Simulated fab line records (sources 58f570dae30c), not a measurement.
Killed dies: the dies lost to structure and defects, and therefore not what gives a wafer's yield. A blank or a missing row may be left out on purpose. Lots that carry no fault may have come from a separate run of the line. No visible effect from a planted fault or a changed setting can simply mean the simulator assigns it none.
Problem report in the 8D (eight disciplines) form, filled by code    flow berkeley-cmos170    the parts of the form that need people (team, actions taken, sign-off) are left out

== 1. PROBLEM STATEMENT ==
chamber-o2-ppm at UCB170_SILICIDE_RTA_04 reads a mean of 301.975 on 6 wafers of 2 lots; wafers without a fault read 2.000 with a standard deviation of 0.022. So: +99 or more standard deviations from the usual mean.
The step: time 15.2 s.
First seen on wafer L301.2, day 8 22:41, on rtp-anneal-01. At this step, 42 wafers from 14 lots have a number in the record. Rule for "out" (also "out of limits"): further than 4 standard deviations from the usual mean. The rest of the wafers with a number are treated as sound.

== 2. WHAT THIS IS AND IS NOT ==
question                     is                      is not
which readings at this step  chamber-o2-ppm          lamp-power-pct, wafer_temp_C_max
which lots                   L301, L303              L290, L291, L292, L293, L294, L296, L299, L306, L309, L311, L312, L313
which wafers of those lots   all that have a number  -
read on which tools          rtp-anneal-01           rtp-anneal-02
when                         from day 8 22:41        up to then (21 sound wafers); but 15 sound wafers of L306, L309, L311, L312, L313 came after

== 3. SUSPECTS, AND WHAT RULES EACH OUT ==
Counting: a tool stays on the suspect list if, at a process step up to the reading, it processed all lots that are out and no sound lot following the first of them.
- rtp-anneal-01 at UCB170_SILICIDE_RTA_04 (time 15.2 s): kept. All lots that are out passed through it, beginning with L301 at day 8 22:41, and no sound lot followed; its final sound lot before that point was L299 at day 8 07:40. On those wafers its own readings are out: chamber-o2-ppm.
Remaining after the count: rtp-anneal-01 at UCB170_SILICIDE_RTA_04.

== 4. THE CAUSE (what the simulator had put in) ==
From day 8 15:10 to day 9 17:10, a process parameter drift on rtp-anneal-01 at UCB170_SILICIDE_RTA_04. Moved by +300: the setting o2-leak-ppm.
Only this tool survived the counting.

== 5. SEQUENCE OF EFFECTS, ordered by route ==
Rows list readings where the struck wafers' mean (over those with a number) sits beyond 3 standard deviations from the usual. Scope: only readings with a usual standard deviation given in the record; hours: median across lots of the time from each lot's start at the first step in this table that gives one to its start at this step; sigmas: change in usual standard deviations.
hours  step                    reading         usual  on struck wafers  change    sigmas
0      UCB170_SILICIDE_RTA_04  chamber-o2-ppm  2.000  301.975           +299.975  +99 or more
Here are the process steps it includes:
- UCB170_SILICIDE_RTA_04: time 15.2 s.

== 6. HOW IT WOULD HAVE BEEN CAUGHT EARLIER ==
The fault began at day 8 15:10; the first out-of-limits reading in this record came at day 8 22:41, 8 hours later.
